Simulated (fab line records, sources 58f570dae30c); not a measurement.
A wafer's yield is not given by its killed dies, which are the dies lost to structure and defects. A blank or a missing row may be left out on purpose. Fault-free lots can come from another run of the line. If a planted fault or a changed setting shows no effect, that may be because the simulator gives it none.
fab line records -- flow berkeleyCmos170
record: lots: 13, wafers: 39, lastDay: 12
route steps=331 shown PWELL@48 PVT@123 M2@278 M3@330
lots that met no fault: from a run of the same line without faults
startH: hours from the record's opening day to when the first of the lot's shown wafers began -- waitH: hours since the lot's step before -- " identical to the entry in the row above -- L1.1+2: several wafers, shown together as one row -- - either no value or no given start -- * or withheld: withheld -- < > ~ a bound
route shown NAME@n: a module of which the file shows steps, and the number in the route of the first -- usual: average and standard deviation across the fault-free wafers -- same: alike in all rows -- chamber/n: place in a boat -- sites: per-site readings -- _std_site: how widely they spread, as a standard deviation -- _edge_site: the outer-site mean with the inner-site mean subtracted -- radiusMm: how far each site lies from the wafer's centre -- mask NAME#n: copy n -- behind: the last tool/chamber to shape the wafer -- hold: the reason the lot was held/the length of the hold in hours/how it ended -- device: whichever transistor did not switch (one of n, p or np) -- end of line: the tests these same wafers got at the end of their route -- where a step has no rows: the recipe by itself -- killed: the dies lost at the first sort to structure and to defects; this is not the yield of the wafer -- map: the dies of a wafer, with x for killed, . for not killed, _ for no die there
set.NAME: the setting that was run; set.NAME@STEP: the one run at that earlier step -- model.NAME: the simulator's own value behind a step, which no gauge read
route steps across a sampled set of lots; one table per step, one row per wafer
services: a tool's chamber out of use, with start hour (startH, from the record's first day; less than 0 if before it), hours out, and reason
== steps ==
step: UCB170_PWELL_ETCH_14
recipe: chemistry: CH3F/Ar/O2, target: Si3N4, stopOn: SiO2, CH3F_flow_sccm: 20, Ar_flow_sccm: 50, O2_flow_sccm: 7, pressureMtorr: 50, rfW: 450, targetDepthA: 2420, overEtchFrac: 0.1, timeS: 151
usual: drypumpMotorCurrentA: 5.6/0.59, oesProductAu: 0.946/0.014, throttleValvePct: 8.03/0.11
lot.wafer,tool,chamber,startH,waitH,drypumpMotorCurrentA,oesProductAu,rfHoursCounterH,throttleValvePct
L835.1,rieDiel-04,2,54.35,0.0,5.7,0.953,45,8.05
L835.2,rieDiel-04,0,54.35,0.0,5.4,0.954,174,8.19
L835.5,rieDiel-04,1,54.35,0.0,5.4,0.951,-,7.95
L837.1,rieDiel-01,1,54.55,0.0,4.6,0.933,8,7.93
L837.3,rieDiel-01,2,54.55,0.0,5.1,0.963,151,8.17
L837.6,rieDiel-01,0,54.55,0.0,5.5,0.951,-,8.02
L836.2,rieDiel-02,1,54.83,0.0,4.7,0.956,6,8.00
L836.3,rieDiel-02,0,54.83,0.0,6.2,0.956,26,8.23
L836.4,rieDiel-02,3,54.83,0.0,6.4,0.947,118,8.07
L838.1,rieDiel-01,3,66.08,0.0,6.0,0.918,1,7.78
L838.3,rieDiel-01,1,66.08,0.0,4.6,0.925,8,7.93
L838.4,rieDiel-01,2,66.08,0.0,5.1,0.952,152,8.15
L839.1,rieDiel-01,3,77.84,0.0,6.0,0.914,1,7.79
L839.2,rieDiel-01,1,77.84,0.0,4.7,0.924,8,7.92
L839.4,rieDiel-01,0,77.84,0.0,5.6,0.946,134,8.03
L840.1,rieDiel-04,2,77.96,0.0,5.7,0.969,46,8.07
L840.3,rieDiel-04,1,77.96,0.0,5.4,0.943,12,7.96
L840.4,rieDiel-04,1,77.96,0.0,5.4,0.960,-,7.97
L846.1,rieDiel-01,0,112.31,0.0,5.5,0.947,135,8.02
L846.4,rieDiel-01,2,112.31,0.0,5.1,0.974,154,8.17
L846.5,rieDiel-01,1,112.31,0.0,4.6,0.850,-,7.92
L848.1,rieDiel-02,1,112.88,0.0,4.8,0.947,9,8.00
L848.2,rieDiel-02,3,112.88,0.0,6.4,0.941,120,8.09
L848.4,rieDiel-02,2,112.88,0.0,6.3,0.954,146,8.03
L851.1,rieDiel-04,1,130.85,0.0,5.4,0.965,14,7.94
L851.5,rieDiel-04,0,130.85,0.0,5.4,0.948,-,8.18
L851.6,rieDiel-04,1,130.85,0.0,5.4,0.950,-,7.95
L850.1,rieDiel-02,3,131.03,0.0,6.4,0.940,121,8.08
L850.2,rieDiel-02,0,131.03,0.0,6.2,0.957,29,8.24
L850.5,rieDiel-02,0,131.03,0.0,6.2,0.948,-,8.22
L853.1,rieDiel-04,1,136.35,0.0,5.4,0.952,15,7.95
L853.2,rieDiel-04,2,136.35,0.0,5.7,0.972,49,8.05
L853.6,rieDiel-04,2,136.35,0.0,5.7,0.974,-,8.06
L855.2,rieDiel-02,3,143.97,0.0,6.4,0.934,121,8.08
L855.4,rieDiel-02,2,143.97,0.0,6.3,0.947,147,8.04
L855.6,rieDiel-02,2,143.97,0.0,6.3,0.947,-,8.03
L857.1,rieDiel-02,0,160.93,0.0,6.2,0.951,30,8.21
L857.5,rieDiel-02,1,160.93,0.0,4.7,0.946,-,8.00
L857.6,rieDiel-02,2,160.93,0.0,6.3,0.944,-,8.03
step: UCB170_PWELL_STRIP_16
recipe: chemistry: O2, powerW: 400, pressureMtorr: 3500, platenTempC: withheld, o2FlowSccm: 400, overashFraction: 0.5
usual: drypumpMotorCurrentA: 5.6/0.39, oesProductAu: 0.721/0.0047, stripTimeToEndpointS: 18.09/0.068
lot.wafer,tool,chamber,startH,waitH,drypumpMotorCurrentA,oesProductAu,rfHoursCounterH,stripTimeToEndpointS
L835.1,plasmaAsher-04,0,54.60,0.1,5.4,0.721,32,18.17
L835.2,plasmaAsher-04,1,54.60,0.1,6.2,0.720,32,18.24
L835.5,plasmaAsher-04,1,54.60,0.1,6.2,0.720,-,18.07
L837.1,plasmaAsher-03,1,54.80,0.1,5.4,0.727,28,18.14
L837.3,plasmaAsher-03,1,54.80,0.1,5.4,0.717,-,18.01
L837.6,plasmaAsher-03,1,54.80,0.1,5.4,0.716,-,18.17
L836.2,plasmaAsher-04,0,55.08,0.1,5.4,0.719,32,18.11
L836.3,plasmaAsher-04,1,55.08,0.1,6.2,0.714,-,18.03
L836.4,plasmaAsher-04,0,55.08,0.1,5.4,0.714,-,18.07
L838.1,plasmaAsher-03,1,66.33,0.1,5.4,0.718,29,18.11
L838.3,plasmaAsher-03,1,66.33,0.1,5.4,0.714,-,18.02
L838.4,plasmaAsher-03,0,66.33,0.1,5.1,0.721,-,17.96
L839.1,plasmaAsher-04,0,78.09,0.1,5.4,0.717,34,18.21
L839.2,plasmaAsher-04,1,78.09,0.1,6.2,0.731,34,18.15
L839.4,plasmaAsher-04,1,78.09,0.1,6.2,0.713,-,18.16
L840.1,plasmaAsher-03,0,78.21,0.1,5.1,0.722,30,18.04
L840.3,plasmaAsher-03,1,78.21,0.1,5.4,0.715,-,18.07
L840.4,plasmaAsher-03,0,78.21,0.1,5.1,0.716,-,17.99
L846.1,plasmaAsher-04,1,112.56,0.1,6.2,0.724,38,18.16
L846.4,plasmaAsher-04,0,112.56,0.1,5.4,0.720,-,18.02
L846.5,plasmaAsher-04,0,112.56,0.1,5.4,0.719,-,18.98
L848.1,plasmaAsher-04,0,113.13,0.1,5.4,0.716,38,18.17
L848.2,plasmaAsher-04,1,113.13,0.1,6.2,0.731,38,18.10
L848.4,plasmaAsher-04,1,113.13,0.1,6.2,0.724,-,18.19
L851.1,plasmaAsher-04,1,131.10,0.1,6.2,0.723,40,17.99
L851.5,plasmaAsher-04,1,131.10,0.1,6.2,0.724,-,18.02
L851.6,plasmaAsher-04,0,131.10,0.1,5.4,0.720,-,17.91
L850.1,plasmaAsher-01,1,131.28,0.1,5.8,0.712,1,18.03
L850.2,plasmaAsher-01,0,131.28,0.1,5.3,0.727,1,18.03
L850.5,plasmaAsher-01,0,131.28,0.1,5.3,0.724,-,18.02
L853.1,plasmaAsher-04,1,136.60,0.1,6.2,0.714,41,18.09
L853.2,plasmaAsher-04,0,136.60,0.1,5.4,0.715,41,18.11
L853.6,plasmaAsher-04,0,136.60,0.1,5.4,0.727,-,18.06
L855.2,plasmaAsher-04,0,144.23,0.1,5.4,0.722,42,18.07
L855.4,plasmaAsher-04,0,144.23,0.1,5.4,0.721,-,18.13
L855.6,plasmaAsher-04,1,144.23,0.1,6.2,0.717,-,18.14
L857.1,plasmaAsher-04,1,161.18,0.1,6.2,0.711,44,18.02
L857.5,plasmaAsher-04,1,161.18,0.1,6.2,0.718,-,18.04
L857.6,plasmaAsher-04,0,161.18,0.1,5.4,0.716,-,18.08
step: UCB170_PVT_STRIP_08
recipe: chemistry: O2, powerW: 400, pressureMtorr: 3500, platenTempC: withheld, o2FlowSccm: 400, overashFraction: 0.5
usual: drypumpMotorCurrentA: 5.5/0.36, oesProductAu: 0.735/0.005, stripTimeToEndpointS: 21.62/0.069
lot.wafer,tool,chamber,startH,waitH,drypumpMotorCurrentA,oesProductAu,rfHoursCounterH,stripTimeToEndpointS
L837.1,plasmaAsher-03,0,119.63,0.1,5.1,0.737,35,21.64
L837.3,plasmaAsher-03,1,119.63,0.1,5.4,0.725,-,21.76
L837.6,plasmaAsher-03,1,119.63,0.1,5.4,0.732,-,21.70
L836.2,plasmaAsher-04,0,119.93,0.1,5.4,0.736,39,21.61
L836.3,plasmaAsher-04,1,119.93,0.1,6.2,0.736,-,21.61
L836.4,plasmaAsher-04,0,119.93,0.1,5.4,0.737,-,21.58
L835.1,plasmaAsher-03,0,120.18,0.1,5.1,0.735,36,21.71
L835.2,plasmaAsher-03,1,120.18,0.1,5.4,0.725,36,21.68
L835.5,plasmaAsher-03,0,120.18,0.1,5.1,0.735,-,21.69
L838.1,plasmaAsher-04,1,131.33,0.1,6.2,0.739,40,21.60
L838.3,plasmaAsher-04,1,131.33,0.1,6.2,0.731,-,21.66
L838.4,plasmaAsher-04,0,131.33,0.1,5.4,0.740,-,21.69
L839.1,plasmaAsher-03,1,139.40,0.1,5.4,0.729,38,21.68
L839.2,plasmaAsher-03,0,139.40,0.1,5.1,0.731,38,21.72
L839.4,plasmaAsher-03,1,139.40,0.1,5.4,0.741,-,21.69
L840.1,plasmaAsher-01,1,139.68,0.1,5.8,0.733,2,21.59
L840.3,plasmaAsher-01,0,139.68,0.1,5.3,0.734,-,21.63
L840.4,plasmaAsher-01,1,139.68,0.1,5.7,0.731,-,21.51
L846.1,plasmaAsher-03,0,168.37,0.1,5.1,0.740,42,21.48
L846.4,plasmaAsher-03,1,168.37,0.1,5.4,0.734,-,21.55
L848.1,plasmaAsher-01,1,175.55,0.1,5.8,0.743,7,21.73
L848.2,plasmaAsher-01,0,175.55,0.1,5.3,0.741,7,21.70
L848.4,plasmaAsher-01,0,175.55,0.1,5.3,0.731,-,21.74
L851.1,plasmaAsher-04,0,187.73,0.1,5.4,0.735,47,21.64
L851.5,plasmaAsher-04,0,187.73,0.1,5.4,0.731,-,21.63
L851.6,plasmaAsher-04,1,187.73,0.1,6.2,0.741,-,21.58
L850.1,plasmaAsher-03,1,194.12,0.1,5.4,0.736,45,21.69
L850.2,plasmaAsher-03,0,194.12,0.1,5.1,0.738,45,21.67
L850.5,plasmaAsher-03,1,194.12,0.1,5.4,0.733,-,21.72
L855.2,plasmaAsher-01,1,199.67,0.1,5.8,0.738,10,21.63
L855.4,plasmaAsher-01,1,199.67,0.1,5.8,0.735,-,21.64
L855.6,plasmaAsher-01,1,199.67,0.1,5.8,0.735,-,21.60
L853.1,plasmaAsher-04,0,199.72,0.1,5.4,0.732,49,21.56
L853.2,plasmaAsher-04,1,199.72,0.1,6.2,0.738,49,21.53
L853.6,plasmaAsher-04,0,199.72,0.1,5.4,0.735,-,21.53
L857.1,plasmaAsher-01,0,219.44,0.1,5.3,0.741,12,21.48
L857.5,plasmaAsher-01,1,219.44,0.1,5.8,0.746,-,21.67
L857.6,plasmaAsher-01,0,219.44,0.1,5.3,0.729,-,21.60
step: UCB170_M2_STRIP_07
recipe: chemistry: O2, powerW: 400, pressureMtorr: 3500, platenTempC: withheld, o2FlowSccm: 400, overashFraction: 0.5
usual: drypumpMotorCurrentA: 5.4/0.37, oesProductAu: 0.735/0.0044, stripTimeToEndpointS: 21.98/0.07
lot.wafer,tool,chamber,startH,waitH,drypumpMotorCurrentA,oesProductAu,rfHoursCounterH,stripTimeToEndpointS
L837.1,plasmaAsher-03,1,166.01,0.1,5.4,0.736,42,22.02
L837.3,plasmaAsher-03,0,166.01,0.1,5.1,0.737,-,21.92
L837.6,plasmaAsher-03,1,166.01,0.1,5.4,0.735,-,22.00
L835.1,plasmaAsher-03,1,166.29,0.1,5.4,0.736,42,22.03
L835.2,plasmaAsher-03,0,166.29,0.1,5.1,0.737,42,22.03
L835.5,plasmaAsher-03,0,166.29,0.1,5.1,0.734,-,22.01
L836.2,plasmaAsher-03,1,166.73,0.1,5.4,0.742,42,21.99
L836.3,plasmaAsher-03,0,166.73,0.1,5.1,0.744,-,22.03
L836.4,plasmaAsher-03,1,166.73,0.1,5.4,0.730,-,21.89
L838.1,plasmaAsher-01,0,169.47,0.1,5.3,0.730,6,22.01
L838.3,plasmaAsher-01,1,169.47,0.1,5.8,0.728,-,22.06
L838.4,plasmaAsher-01,0,169.47,0.1,5.3,0.726,-,22.00
L839.1,plasmaAsher-03,1,184.18,0.1,5.4,0.739,44,22.02
L839.2,plasmaAsher-03,0,184.18,0.1,5.1,0.741,44,22.00
L839.4,plasmaAsher-03,0,184.18,0.1,5.1,0.742,-,21.98
L840.1,plasmaAsher-02,1,184.48,0.1,6.0,0.739,48,22.03
L840.3,plasmaAsher-02,0,184.48,0.1,4.8,0.731,-,21.99
L840.4,plasmaAsher-02,1,184.48,0.1,6.0,0.738,-,22.01
L846.1,plasmaAsher-03,0,207.39,0.1,5.1,0.736,47,21.97
L846.4,plasmaAsher-03,1,207.39,0.1,5.4,0.733,-,21.89
L848.1,plasmaAsher-03,0,227.19,0.1,5.1,0.729,50,21.98
L848.2,plasmaAsher-03,1,227.19,0.1,5.4,0.739,50,21.98
L848.4,plasmaAsher-03,0,227.19,0.1,5.1,0.738,-,22.02
L851.1,plasmaAsher-01,0,232.88,0.1,5.3,0.735,14,21.93
L851.5,plasmaAsher-01,0,232.88,0.1,5.3,0.730,-,21.94
L851.6,plasmaAsher-01,1,232.88,0.1,5.8,0.735,-,21.91
L850.1,plasmaAsher-03,1,238.73,0.1,5.4,0.729,51,21.86
L850.2,plasmaAsher-03,0,238.73,0.1,5.1,0.738,51,21.90
L850.5,plasmaAsher-03,1,238.73,0.1,5.4,0.728,-,21.88
L855.2,plasmaAsher-02,1,240.81,0.1,6.0,0.735,54,22.02
L855.4,plasmaAsher-02,1,240.81,0.1,6.0,0.732,-,22.00
L855.6,plasmaAsher-02,0,240.81,0.1,4.8,0.738,-,21.98
L853.1,plasmaAsher-01,1,241.53,0.1,5.8,0.736,15,22.07
L853.2,plasmaAsher-01,0,241.53,0.1,5.3,0.740,15,22.00
L853.6,plasmaAsher-01,0,241.53,0.1,5.3,0.726,-,22.05
L857.1,plasmaAsher-01,1,265.23,0.1,5.8,0.729,17,21.90
L857.5,plasmaAsher-01,0,265.23,0.1,5.3,0.731,-,21.95
L857.6,plasmaAsher-01,1,265.23,0.1,5.8,0.738,-,21.95
step: UCB170_M3_BOW_MEAS_20
recipe: mode: bow
usual: M3_BOW: 35/8.2
lot.wafer,tool,chamber,startH,waitH,M3_BOW[um]
L837.1,filmMetro-02,-,176.44,0.1,51
L837.3,filmMetro-02,-,176.44,0.1,36
L837.6,filmMetro-02,-,176.44,0.1,50
L835.1,filmMetro-01,-,176.55,0.1,30
L835.2,filmMetro-01,-,176.55,0.1,28
L835.5,filmMetro-01,-,176.55,0.1,34
L836.2,filmMetro-03,-,176.64,0.1,31
L836.3,filmMetro-03,-,176.64,0.1,30
L836.4,filmMetro-03,-,176.64,0.1,35
L838.1,filmMetro-03,-,177.69,0.1,35
L838.3,filmMetro-03,-,177.69,0.1,28
L838.4,filmMetro-03,-,177.69,0.1,30
L839.1,filmMetro-02,-,193.57,0.1,31
L839.2,filmMetro-02,-,193.57,0.1,32
L839.4,filmMetro-02,-,193.57,0.1,41
L840.1,filmMetro-03,-,193.79,0.1,53
L840.3,filmMetro-03,-,193.79,0.1,45
L840.4,filmMetro-03,-,193.79,0.1,34
L846.1,filmMetro-03,-,217.17,0.1,37
L846.4,filmMetro-03,-,217.17,0.1,45
L848.1,filmMetro-02,-,236.21,0.1,37
L848.2,filmMetro-02,-,236.21,0.1,40
L848.4,filmMetro-02,-,236.21,0.1,35
L851.1,filmMetro-02,-,241.06,0.1,28
L851.5,filmMetro-02,-,241.06,0.1,33
L851.6,filmMetro-02,-,241.06,0.1,36
L850.1,filmMetro-01,-,251.30,0.1,22
L850.2,filmMetro-01,-,251.30,0.1,40
L850.5,filmMetro-01,-,251.30,0.1,28
L855.2,filmMetro-03,-,251.37,0.1,41
L855.4,filmMetro-03,-,251.37,0.1,37
L855.6,filmMetro-03,-,251.37,0.1,44
L853.1,filmMetro-02,-,253.09,0.1,29
L853.2,filmMetro-02,-,253.09,0.1,40
L853.6,filmMetro-02,-,253.09,0.1,35
L857.1,filmMetro-03,-,276.16,0.1,30
L857.5,filmMetro-03,-,276.16,0.1,31
L857.6,filmMetro-03,-,276.16,0.1,33
== services ==
tool,chamber,startH,hours,kind
rieDiel-04,2,55.14,3.5,repair
plasmaAsher-01,-,64.52,4.3,pm
plasmaAsher-02,-,87.50,2.8,pm
rieDiel-01,3,89.99,7.4,repair
plasmaAsher-01,-,107.68,4.5,repair
plasmaAsher-01,-,112.15,9.0,pm
plasmaAsher-01,0,112.15,9.0,ventCycle
plasmaAsher-01,1,112.15,9.0,ventCycle
plasmaAsher-01,0,121.15,-,clean
plasmaAsher-01,1,121.15,-,clean
plasmaAsher-02,-,134.17,10.2,repair
rieDiel-04,3,136.74,13.7,repair
plasmaAsher-01,-,149.05,1.1,repair
plasmaAsher-02,-,153.43,1.5,repair
rieDiel-01,0,164.97,5.3,repair
plasmaAsher-04,-,177.67,3.6,repair
rieDiel-02,2,187.91,-,clean
rieDiel-02,2,187.91,29.6,scheduledDown
rieDiel-01,-,198.35,0.2,repair
plasmaAsher-02,-,219.31,10.5,repair
plasmaAsher-02,-,228.12,1.6,repair
plasmaAsher-02,-,237.48,1.3,repair
rieDiel-02,-,252.77,4.3,pm
rieDiel-04,0,252.95,3.3,repair
== key ==
firstSign: step: UCB170_PWELL_ETCH_14, reading: oesProductAu, direction: down, sigmas: 6.8, usual: 0.946, struck: 0.850
effect: step: UCB170_PWELL_STRIP_16, reading: stripTimeToEndpointS, direction: up, sigmas: 13, usual: *, struck: *
metAt UCB170_PWELL_ETCH_14
struckLots L846
struckWafers L846.5
laterRowsLeftOut L846.5
sortLeftOut L846.5
testerLeftOut L846
notActingAt UCB170_PVT_STRIP_08,UCB170_M2_STRIP_07,UCB170_M3_BOW_MEAS_20
onsetBetween 77.84 112.31
fault: kind: processParameterDrift, tool: rieDiel-01, chamber: 1, onsetH: 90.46, steps: UCB170_PWELL_ETCH_14, channel: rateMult, offset: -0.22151, shape: step, endH: 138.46
testerLeftOut: of these lots the tester's yield and bins aren't shown, on N5 and GAA mostly nor the transistor test; their killed dies are dies lost to structure and defects alone, not to doping, threshold or leakage, so they don't give the yield
sortLeftOut: the simulated sort isn't trusted on such a fault, so these wafers' sort isn't shown, and their yield isn't known
laterRowsLeftOut: the simulator's readings of these wafers behind a module that went badly wrong aren't trusted and aren't shown, but for the sort
